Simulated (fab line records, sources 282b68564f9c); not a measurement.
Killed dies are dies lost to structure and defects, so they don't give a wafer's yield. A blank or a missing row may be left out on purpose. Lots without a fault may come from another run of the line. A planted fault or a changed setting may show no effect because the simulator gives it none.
Split-lot experiment | flow rit_cmos | 5 lots, 23 wafers read, on a route of 202 steps

THE SPLIT
At RIT_PWELL_COAT_01 (resist thk 1300 nm), the setting spin_rpm was moved away from the recipe's 2000 rpm on 9 of the 23 wafers read, by -7.2% to +6.9%. The other wafers ran this setting at the recipe's value.

FROM THE SPLIT TO THE READING: what the file shows between them, 3 steps
- RIT_PWELL_SOFTBAKE_02: time 60 s
- RIT_PWELL_EXPOSE_03: exposes mask M3, target cd 43700 nm
- RIT_PWELL_DEVELOP_05: develop time 68 s

THE READING
NOVOLAK_of_PWELL_COAT_01.thk_nm (the simulator's own value, which no gauge read), in nm, at RIT_PWELL_HARDBAKE_07 (time 120 s). The file gives no usual value for it. The 14 wafers here that ran the recipe average 1141 nm, standard deviation 2.5 nm.

wafer  | tool, chamber at the split | spin_rpm as run, rpm | against the recipe | NOVOLAK_of_PWELL_COAT_01.thk_nm, nm | against lot-mates on the recipe
L074.1 | litho_track-03, 0          | 2000                 | recipe             | 1144                                | -
L074.3 | litho_track-03, 0          | 1856                 | -7.2%              | 1183                                | +40
L074.4 | litho_track-03, 0          | 1856                 | -7.2%              | 1189                                | +46
L074.5 | litho_track-03, 0          | 2000                 | recipe             | 1143                                | -
L074.6 | litho_track-03, 0          | 1856                 | -7.2%              | 1188                                | +44
L076.1 | litho_track-03, 0          | 2000                 | recipe             | 1138                                | -
L076.2 | litho_track-03, 0          | 2047                 | +2.4%              | 1126                                | -13
L076.4 | litho_track-03, 0          | 2047                 | +2.4%              | 1122                                | -17
L076.5 | litho_track-03, 0          | 2047                 | +2.4%              | 1127                                | -12
L076.6 | litho_track-03, 0          | 2000                 | recipe             | 1140                                | -
L077.1 | litho_track-03, 0          | 2000                 | recipe             | 1140                                | -
L077.3 | litho_track-03, 0          | 2000                 | recipe             | 1139                                | -
L077.4 | litho_track-03, 0          | 2137                 | +6.9%              | 1105                                | -34
L077.5 | litho_track-03, 0          | 2137                 | +6.9%              | 1099                                | -40
L077.6 | litho_track-03, 0          | 2137                 | +6.9%              | 1099                                | -40
L078.1 | litho_track-03, 0          | 2000                 | recipe             | 1141                                | -
L078.3 | litho_track-03, 0          | 2000                 | recipe             | 1140                                | -
L078.6 | litho_track-03, 0          | 2000                 | recipe             | 1136                                | -
L079.1 | litho_track-04, 0          | 2000                 | recipe             | 1145                                | -
L079.2 | litho_track-04, 0          | 2000                 | recipe             | 1143                                | -
L079.3 | litho_track-04, 0          | 2000                 | recipe             | 1143                                | -
L079.4 | litho_track-04, 0          | 2000                 | recipe             | 1144                                | -
L079.5 | litho_track-04, 0          | 2000                 | recipe             | 1141                                | -

THE FIT
A straight line over all 23 wafers: NOVOLAK_of_PWELL_COAT_01.thk_nm changes by -6.15 nm for each +1% of spin_rpm; r = -0.99; the points scatter about the line by 2.8 nm.
The same after taking each lot's own level away (the mean of its wafers on the recipe; 23 wafers): -5.83 nm for each +1%; r = -1.00; scatter 2.1 nm.
On that fit, the largest move of spin_rpm shifts the reading by 42 nm.
The lots' own levels span 1139.0 to 1143.5 nm, that is 1.8 times the standard deviation above.
So the lot-to-lot level changes the slope little: the two slopes agree.
Check: with one of the wafers moved furthest among these (-7.2%) left out of the fit, the line predicts +43.1 nm for it against its lot-mates. It came out at +39.5 nm against them.

OTHER SPLITS ON THESE WAFERS
These wafers also went through other splits before the reading. Each is held against what the fit with the lots' levels taken away leaves over:
other split on the same wafers  | wafers away from the commonest value | r with NOVOLAK_of_PWELL_COAT_01.thk_nm (lot level and that fit taken away)
RIT_ACTIVE_COAT_06 spin_rpm     | 10                                   | +0.14
RIT_FOX1_OXIDATION_00 ox_time_s | 18                                   | -0.08
RIT_NWELL_IMPLANT_08 dose_cm2   | 8                                    | +0.09

THE WHOLE CHAIN: every reading that the file lists as answering this split, in the file's order
step                  | what it does       | reading                                                                          | change (the file's fit)              | r (the file's)
RIT_PWELL_COAT_01     | resist thk 1300 nm | NOVOLAK_of_PWELL_COAT_01.thk_nm (the simulator's own value, which no gauge read) | -6.7 nm for each +1% of the setting  | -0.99
RIT_PWELL_HARDBAKE_07 | time 120 s         | NOVOLAK_of_PWELL_COAT_01.thk_nm (the simulator's own value, which no gauge read) | -5.76 nm for each +1% of the setting | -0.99

THE FILE'S OWN FIT
NOVOLAK_of_PWELL_COAT_01.thk_nm changes by -5.76 nm for each +1% of spin_rpm, r = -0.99.
